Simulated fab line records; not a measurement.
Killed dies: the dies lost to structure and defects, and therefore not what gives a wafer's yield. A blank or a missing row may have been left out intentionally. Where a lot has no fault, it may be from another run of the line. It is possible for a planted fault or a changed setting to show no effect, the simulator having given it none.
Chamber matching ; flow berkeley_cmos170 ; UCB170_V2_CMP_02 on cmp-02: 4 sister chambers
The step polishes SiO2. 4 wafers are shown with their chamber, then 12 later ones without.

== WAFERS WITH THEIR CHAMBER ==
wafer;chamber;motor_current_A (A)
L092.4;0;16.3
L097.2;2;15.4
L097.3;3;18.1
L097.4;1;15.6

== WAFERS MISSING THEIR CHAMBER ==
wafer;motor_current_A (A)
L097.1;16.5
L097.5;15.7
L097.6;17.7
L094.1;18.9
L094.2;15.2
L094.4;14.3
L096.2;16.8
L096.3;15.4
L096.5;15.5
L096.1;14.3
L096.4;17.7
L096.6;15.3

== WHICH CHAMBER EACH WENT THROUGH ==
wafer;from the rows above;in truth
L097.1;can't be placed: 0 or 1 or 2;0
L097.5;can't be placed: 1 or 2 or 0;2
L097.6;can't be placed: 3 or 0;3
L094.1;3;3
L094.2;can't be placed: 2 or 1 or 0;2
L094.4;can't be placed: 2 or 1 or 0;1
L096.2;can't be placed: 0 or 1 or 3 or 2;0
L096.3;can't be placed: 2 or 1 or 0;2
L096.5;can't be placed: 1 or 2 or 0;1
L096.1;can't be placed: 2 or 1 or 0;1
L096.4;can't be placed: 3 or 0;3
L096.6;can't be placed: 2 or 1 or 0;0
1 of 12 placed correctly. Not placeable from these rows: 11 (in 11, the candidates include the true chamber). 0 placed wrongly.
How it was worked out, from the rows above alone: a wafer's distance from a chamber is the root of the sum, over the readings, of the square of ((its reading less the chamber's mean) divided by the reading's scatter). If the next closest chamber is less than 2 further off than the closest, the wafer can't be placed; otherwise it belongs to the closest. A chamber's mean is the mean of its shown wafers. The scatter: with one shown wafer a chamber, the root of the mean of the squares of how far each hidden wafer lies from its nearest shown one.
